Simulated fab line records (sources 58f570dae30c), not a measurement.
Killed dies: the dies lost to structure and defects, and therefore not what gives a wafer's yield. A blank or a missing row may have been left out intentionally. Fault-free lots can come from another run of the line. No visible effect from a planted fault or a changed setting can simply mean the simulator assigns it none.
Matching of chambers :: flow berkeley cmos170 :: UCB170_NWELL_ETCH_13 on rie diel-01 has 4 sister chambers
The step etches Si3N4 in CH3F/Ar/O2, stops on SiO2, target depth 246.4 nm, time 154 s. 8 wafers are shown with their chamber, then 7 later ones without.

== WAFERS, EACH WITH ITS CHAMBER ==
wafer: L872.2
chamber: 0
throttle valve pct (%): 8.27
oes product au (a.u.): 0.959

wafer: L873.6
chamber: 3
throttle valve pct (%): 8.05
oes product au (a.u.): 0.964

wafer: L875.6
chamber: 2
throttle valve pct (%): 8.10
oes product au (a.u.): 0.935

wafer: L876.1
chamber: 2
throttle valve pct (%): 8.10
oes product au (a.u.): 0.933

wafer: L876.2
chamber: 3
throttle valve pct (%): 8.06
oes product au (a.u.): 0.941

wafer: L876.5
chamber: 1
throttle valve pct (%): 8.08
oes product au (a.u.): 0.933

wafer: L879.1
chamber: 0
throttle valve pct (%): 8.26
oes product au (a.u.): 0.946

wafer: L879.2
chamber: 1
throttle valve pct (%): 8.08
oes product au (a.u.): 0.946

== WAFERS WHOSE CHAMBER IS MISSING ==
wafer: L879.4
throttle valve pct (%): 8.08
oes product au (a.u.): 0.940

wafer: L891.1
throttle valve pct (%): 8.05
oes product au (a.u.): 0.945

wafer: L891.4
throttle valve pct (%): 8.26
oes product au (a.u.): 0.940

wafer: L891.6
throttle valve pct (%): 8.26
oes product au (a.u.): 0.945

wafer: L893.1
throttle valve pct (%): 8.26
oes product au (a.u.): 0.947

wafer: L893.2
throttle valve pct (%): 8.10
oes product au (a.u.): 0.934

wafer: L893.5
throttle valve pct (%): 8.06
oes product au (a.u.): 0.959

== EACH ONE'S CHAMBER ==
wafer: L879.4
from the rows above: 1
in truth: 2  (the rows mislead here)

wafer: L891.1
from the rows above: 3
in truth: 3

wafer: L891.4
from the rows above: 0
in truth: 0

wafer: L891.6
from the rows above: 0
in truth: 0

wafer: L893.1
from the rows above: 0
in truth: 0

wafer: L893.2
from the rows above: 2
in truth: 2

wafer: L893.5
from the rows above: 3
in truth: 3
6 of 7 placed correctly. Can't be placed from these rows: 0. Placed wrongly: 1.
How it was worked out, from the rows above alone: a wafer's distance from a chamber is the root of the sum, over the readings, of the square of ((its reading less the chamber's mean) divided by the reading's scatter). The wafer belongs to the nearest chamber; if the next one is less than 2 further off, it can't be placed. Each chamber's mean is taken over the wafers shown for it. How the scatter is found: for the shown wafers, subtract from each reading the mean of its chamber, square and add these, divide the total by (wafers less chambers), then take the root.
